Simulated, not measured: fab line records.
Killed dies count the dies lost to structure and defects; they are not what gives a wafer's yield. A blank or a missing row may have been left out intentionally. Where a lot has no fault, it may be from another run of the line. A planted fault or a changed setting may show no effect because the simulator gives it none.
A single fault, viewed from 2 desks -- flow berkeleyCmos170 -- numbers are kept per desk, each desk with only its own; the story behind them comes last

AT THE METROLOGY DESK
What the gauges read for every lot (on any tool): the sampled wafers with a number, averaged. Any lot whose mean is over 4 standard deviations away from the usual mean is out of limits and marked OUT; that distance is given in the brackets.
Columns: A = SILICIDE_TI_RS at UCB170_SILICIDE_RS_MEAS_02, usual 26.1 ohm/sq; B = CONTACT_OVL at UCB170_CONTACT_OVL_MEAS_16, usual 1 nm
lot,first seen here,A,B
L921,day 8 11:30,26.7,5
L919,day 8 12:14,25.9,-3
L922,day 8 12:26,26.0,-2
L925,day 9 22:42,26.5,4
L926,day 9 23:13,25.6,9
L930,day 10 08:30,26.0,-6
L929,day 10 09:15,26.2,1
L927,day 10 09:36,25.8,0
L931,day 11 02:18,26.5,1
L936,day 12 03:06,26.4,-0
L933,day 12 03:19,26.1,-1
L935,day 12 03:39,26.2,1
L939,day 12 10:48,25.6,5
L940,day 12 10:58,26.8,-2
This desk found nothing out of limits on any of the 14 lots.

TOOL OWNER'S DESK, rieDiel-03
The tool's own readings at UCB170_CONTACT_ETCH_18 (etches PSG in CHF3/CF4/Ar, stops on TiSi2, target depth 840 nm, time 195 s): means of the sampled wafers that have a number, for each lot that ran on this tool. Any lot whose mean is over 4 standard deviations away from the usual mean is out of limits and marked OUT; that distance is given in the brackets.
Columns: A = drypumpMotorCurrentA at UCB170_CONTACT_ETCH_18, usual 5.9 A; B = oesProductAu at UCB170_CONTACT_ETCH_18, usual 0.899 a.u.; C = throttleValvePct at UCB170_CONTACT_ETCH_18, usual 6.98 %
lot,first seen here,A,B,C
L930,day 10 12:00,5.9,0.892,6.82
L927,day 10 15:00,6.0,0.905,6.93
L931,day 11 06:00,6.3,0.896,6.84
L933,day 12 12:00,5.9,0.785 (-9.5) OUT,6.92
L940,day 12 19:00,5.5,0.793 (-8.9) OUT,6.91
This desk's verdict: out of limits on L933, L940, starting with L933 at day 12 12:00 (oesProductAu at UCB170_CONTACT_ETCH_18). L930, L927, L931: within limits.

BROUGHT TOGETHER
The tool owner's desk had the chance to raise an alarm at day 12 12:00 on L933, L940.
Nothing out of limits was seen by the metrology desk.
The metrology desk holds a record of L933, L940, inside its limits.
Of the lots named, all ran UCB170_CONTACT_ETCH_18 on rieDiel-03.

WHAT THE SIMULATOR HAD INSERTED
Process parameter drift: rieDiel-03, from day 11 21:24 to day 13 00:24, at UCB170_CONTACT_ETCH_18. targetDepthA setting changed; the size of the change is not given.
Struck lots among those shown: L933, L940.
Hours from the fault's start to each desk's first reading out of limits: the tool owner's desk, 15.
